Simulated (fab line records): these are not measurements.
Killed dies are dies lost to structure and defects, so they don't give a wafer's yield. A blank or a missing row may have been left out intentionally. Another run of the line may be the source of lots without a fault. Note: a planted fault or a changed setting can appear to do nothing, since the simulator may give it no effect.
What tool caused it? | flow ritCmos | 41 wafers from 14 lots sampled at 2 of the route's 202 steps

== WHAT THE GAUGES READ, wafer by wafer ==
RIT_M1_CD_MEAS_90 targets a cd of 2600 nm.
lot  | measured    | on       | cdNm (nm)
L357 | day 3 09:26 | cdSem-01 | 2599.6 2601.7 2599.8
L358 | day 3 12:08 | cdSem-01 | 2604.0 2601.1 2606.1
L359 | day 3 16:26 | cdSem-01 | 2599.1 2602.8 2600.7
L360 | day 3 23:59 | cdSem-01 | 2604.0 2604.5 2603.2
L361 | day 4 07:29 | cdSem-02 | 2601.6 2598.5 2602.0
L362 | day 4 10:18 | cdSem-02 | 2600.0 2600.1 2600.6
L363 | day 4 15:22 | cdSem-01 | 2599.3 2599.6 2601.4
L364 | day 4 18:59 | cdSem-01 | 2604.7 2604.2 2603.1
L372 | day 6 14:59 | cdSem-01 | 2595.2 2594.1
L373 | day 6 16:57 | cdSem-02 | 2596.7 2588.5 2593.7
L374 | day 6 23:01 | cdSem-02 | 2600.5 2601.5 2600.5
L376 | day 7 07:16 | cdSem-02 | 2601.3 2600.0 2603.2
L378 | day 7 16:10 | cdSem-01 | 2603.2 2598.9 2597.3
L379 | day 7 22:42 | cdSem-02 | 2600.9 2603.3 2600.8

== EACH LOT AND THE TOOL THAT RAN IT (in order: tool; ch and the chambers of the sampled wafers; start) ==
lot  | RIT_M1_METAL_ETCH_12
L357 | rieMetal-01 ch 0,1, day 3 08:55
L358 | rieMetal-04 ch 0,1, day 3 11:38
L359 | rieMetal-02 ch 0,1, day 3 15:56
L360 | rieMetal-01 ch 1, day 3 23:19
L361 | rieMetal-04 ch 1, day 4 06:59
L362 | rieMetal-02 ch 0,1, day 4 09:46
L363 | rieMetal-01 ch 1, day 4 14:46
L364 | rieMetal-04 ch 0,1, day 4 18:28
L372 | rieMetal-01 ch 1, day 6 14:28
L373 | rieMetal-01 ch 0,1, day 6 16:26
L374 | rieMetal-04 ch 0,1, day 6 22:31
L376 | rieMetal-04 ch 1, day 7 06:46
L378 | rieMetal-02 ch 0,1, day 7 15:40
L379 | rieMetal-04 ch 1, day 7 22:10
- RIT_M1_METAL_ETCH_12: etches Al in Cl2/BCl3, stops on SiO2, time 165 s, target depth 600 nm.

== WHAT THE TOOLS THEMSELVES READ (means of the sampled wafers that have a number; where no wafer has one, the mark that the record gives instead) ==
RIT_M1_METAL_ETCH_12.
lot  | tool        | chamberPressureMTorr (mTorr) | drypumpMotorCurrentA (A) | oesProductAu (a.u.) | runLengthS (s) | throttleValvePct (%)
L357 | rieMetal-01 | 100.02                       | 5.2                      | 0.788               | 193.7          | 8.26
L358 | rieMetal-04 | 100.04                       | 5.6                      | 0.804               | 192.9          | 8.28
L359 | rieMetal-02 | 99.97                        | 5.7                      | 0.792               | 193.5          | 8.33
L360 | rieMetal-01 | 100.03                       | 5.8                      | 0.781               | 193.7          | 8.23
L361 | rieMetal-04 | 100.04                       | 5.5                      | 0.807               | 193.5          | 8.23
L362 | rieMetal-02 | 100.03                       | 5.6                      | 0.800               | 193.4          | 8.34
L363 | rieMetal-01 | 99.94                        | 5.9                      | 0.779               | 193.6          | 8.23
L364 | rieMetal-04 | 99.97                        | 5.6                      | 0.806               | 192.9          | 8.34
L372 | rieMetal-01 | 100.01                       | 5.8                      | 0.683               | 239.9          | 8.24
L373 | rieMetal-01 | 100.05                       | 5.6                      | 0.689               | 240.0          | 8.25
L374 | rieMetal-04 | 99.95                        | 5.6                      | 0.809               | 192.7          | 8.33
L376 | rieMetal-04 | 100.07                       | 5.5                      | 0.805               | 193.6          | 8.24
L378 | rieMetal-02 | 99.98                        | 5.7                      | 0.795               | 193.3          | 8.32
L379 | rieMetal-04 | 99.97                        | 5.5                      | 0.805               | 193.4          | 8.23

== THE ANSWER, worked out from the rows above alone ==
Rule: the usual values come from the lots themselves. Put in order of their means at a reading, lots are off if they are a third of the lots or fewer, leave a main group of 4 or more, and stand apart from it by a gap of 3 or more times the standard deviation of the main group's means; of several such gaps the widest counts. If all means in a main group match to the digits the tables above print for the reading, that group is not used. A lot without any number at a reading at which 4 lots or more have one is off too. Any other lot the step has rows for is counted as sound. The gauges are gone through in route order, then the tools' own readings, and for those a lot's mean is taken as printed above. The first step at which some lot is off is used, and at that step the reading that is off furthest; a lot without a number counts as furthest.
Off, at RIT_M1_CD_MEAS_90 on cdNm: L372, L373. Main group: mean 2601.5 nm, sd 1.5.
A tool fits if, at a process step before that reading, it ran every lot that is off, and no sound lot after the first of them. The gauges at RIT_M1_CD_MEAS_90 aren't tried: what is off there is off at RIT_M1_METAL_ETCH_12 too, on other tools, and a gauge's error can't cause that. One candidate fits, namely rieMetal-01 at RIT_M1_METAL_ETCH_12. A fault onset in the window from L363 (day 4 14:46, its last sound lot) to L372 (day 6 14:28, its first lot off) fits.
The tool's own readings at RIT_M1_METAL_ETCH_12 bear it out: on the lots that are off they differ by more than 5 times the standard deviation of the sound lots' means. oesProductAu reads 0.686 a.u. there against 0.798 a.u. on the sound lots; runLengthS reads 239.9 s there against 193.3 s on the sound lots.

== WHAT THE SIMULATOR HAD INSERTED ==
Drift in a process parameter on rieMetal-01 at RIT_M1_METAL_ETCH_12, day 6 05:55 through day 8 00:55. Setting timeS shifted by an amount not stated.
Shown lots that were struck: L372, L373. The rule given above showed the same thing.
